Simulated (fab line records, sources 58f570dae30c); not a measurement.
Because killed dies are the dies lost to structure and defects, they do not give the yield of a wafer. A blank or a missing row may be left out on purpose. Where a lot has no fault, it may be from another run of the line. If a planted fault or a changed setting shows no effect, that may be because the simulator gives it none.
Which tool is to blame? / flow berkeleyCmos170 / Sampling: 14 lots, 42 wafers, 2 of 331 route steps

## WHAT THE GAUGES SHOWED, per wafer
UCB170_START_BOW_MEAS_00. Usual: for INCOMING_BOW the level is 0 um and the standard deviation is 6.3.
lot=L718; measured=day 1 10:01; on=filmMetro-03; INCOMING_BOW (um)=4 -6 5; flag=
lot=L719; measured=day 1 15:00; on=filmMetro-03; INCOMING_BOW (um)=-6 0 0; flag=
lot=L720; measured=day 1 20:00; on=filmMetro-04; INCOMING_BOW (um)=1 2 8; flag=
lot=L723; measured=day 2 11:01; on=filmMetro-03; INCOMING_BOW (um)=6 -1 3; flag=
lot=L724; measured=day 2 16:00; on=filmMetro-04; INCOMING_BOW (um)=8 -13 10; flag=
lot=L725; measured=day 2 21:00; on=filmMetro-04; INCOMING_BOW (um)=2 -3 0; flag=
lot=L727; measured=day 3 07:00; on=filmMetro-03; INCOMING_BOW (um)=-7 -15 1; flag=
lot=L729; measured=day 3 17:01; on=filmMetro-01; INCOMING_BOW (um)=-7 2 5; flag=
lot=L732; measured=day 4 08:02; on=filmMetro-01; INCOMING_BOW (um)=4 -3 9; flag=
lot=L733; measured=day 4 13:01; on=filmMetro-01; INCOMING_BOW (um)=-8 -6 9; flag=
lot=L734; measured=day 4 18:01; on=filmMetro-04; INCOMING_BOW (um)=-5 3 8; flag=
lot=L737; measured=day 5 09:01; on=filmMetro-04; INCOMING_BOW (um)=3 4 6; flag=
lot=L740; measured=day 6 00:00; on=filmMetro-03; INCOMING_BOW (um)=-5 -2 4; flag=
lot=L741; measured=day 6 05:02; on=filmMetro-04; INCOMING_BOW (um)=7 4 0; flag=

UCB170_ACTIVE_CD_MEAS_90: target cd 1200 nm. Usual: cdNm 1200.3 nm, standard deviation 1.4.
lot=L718; measured=day 4 09:23; on=cdSem-02; cdNm (nm)=1199.1 1198.5 1199.9; flag=
lot=L719; measured=day 4 09:28; on=cdSem-01; cdNm (nm)=1201.3 1200.6 1200.2; flag=
lot=L720; measured=day 4 15:01; on=cdSem-02; cdNm (nm)=1199.6 1199.9 1200.8; flag=
lot=L723; measured=day 5 06:47; on=cdSem-01; cdNm (nm)=1201.6 1200.0 1203.2; flag=
lot=L724; measured=day 5 19:08; on=cdSem-01; cdNm (nm)=1200.5 1199.3 1200.7; flag=
lot=L725; measured=day 5 23:43; on=cdSem-02; cdNm (nm)=1197.4 1198.0 1198.5; flag=
lot=L727; measured=day 6 03:04; on=cdSem-02; cdNm (nm)=1201.1 1201.0 1202.8; flag=
lot=L729; measured=day 6 12:11; on=cdSem-02; cdNm (nm)=1200.0 1199.9 1200.6; flag=
lot=L732; measured=day 7 00:33; on=cdSem-01; cdNm (nm)=1199.5 1200.7 1199.7; flag=
lot=L733; measured=day 7 07:32; on=cdSem-02; cdNm (nm)=1200.2 1199.6 1199.6; flag=
lot=L734; measured=day 7 16:16; on=cdSem-01; cdNm (nm)=1200.8 1199.5 1199.9; flag=
lot=L737; measured=day 8 02:57; on=cdSem-01; cdNm (nm)=1202.4 1201.9 1200.0; flag=
lot=L740; measured=day 8 19:08; on=cdSem-01; cdNm (nm)=1201.6 1201.5 1201.4; flag=
lot=L741; measured=day 9 08:41; on=cdSem-02; cdNm (nm)=1200.3 1199.5 1201.0; flag=

## WHICH TOOL RAN EACH LOT (tool, then ch and the chambers of the sampled wafers, then the start)
The record holds no process step before these readings.

## WHAT THE TOOLS THEMSELVES READ (means of the sampled wafers that have a number; where no wafer has one, the mark that the record gives instead)
The record holds no such reading with a usual standard deviation.

## THE ANSWER, worked out from the rows above alone
Rule: a lot is off if the mean of its wafers that have a number lies more than 3 standard deviations from the usual mean. Also off: a lot with no number at a reading for which 4 or more lots have one. All remaining lots with rows at the step are treated as sound. The gauges are gone through in route order, then the tools' own readings, and for those a lot's mean is taken as printed above. At the first step where some lot is off, the reading lying furthest off is the one used; lots without a number count as furthest.
Nothing can be told from this: no lot is off at any reading shown.

## WHAT THE SIMULATOR HAD INSERTED
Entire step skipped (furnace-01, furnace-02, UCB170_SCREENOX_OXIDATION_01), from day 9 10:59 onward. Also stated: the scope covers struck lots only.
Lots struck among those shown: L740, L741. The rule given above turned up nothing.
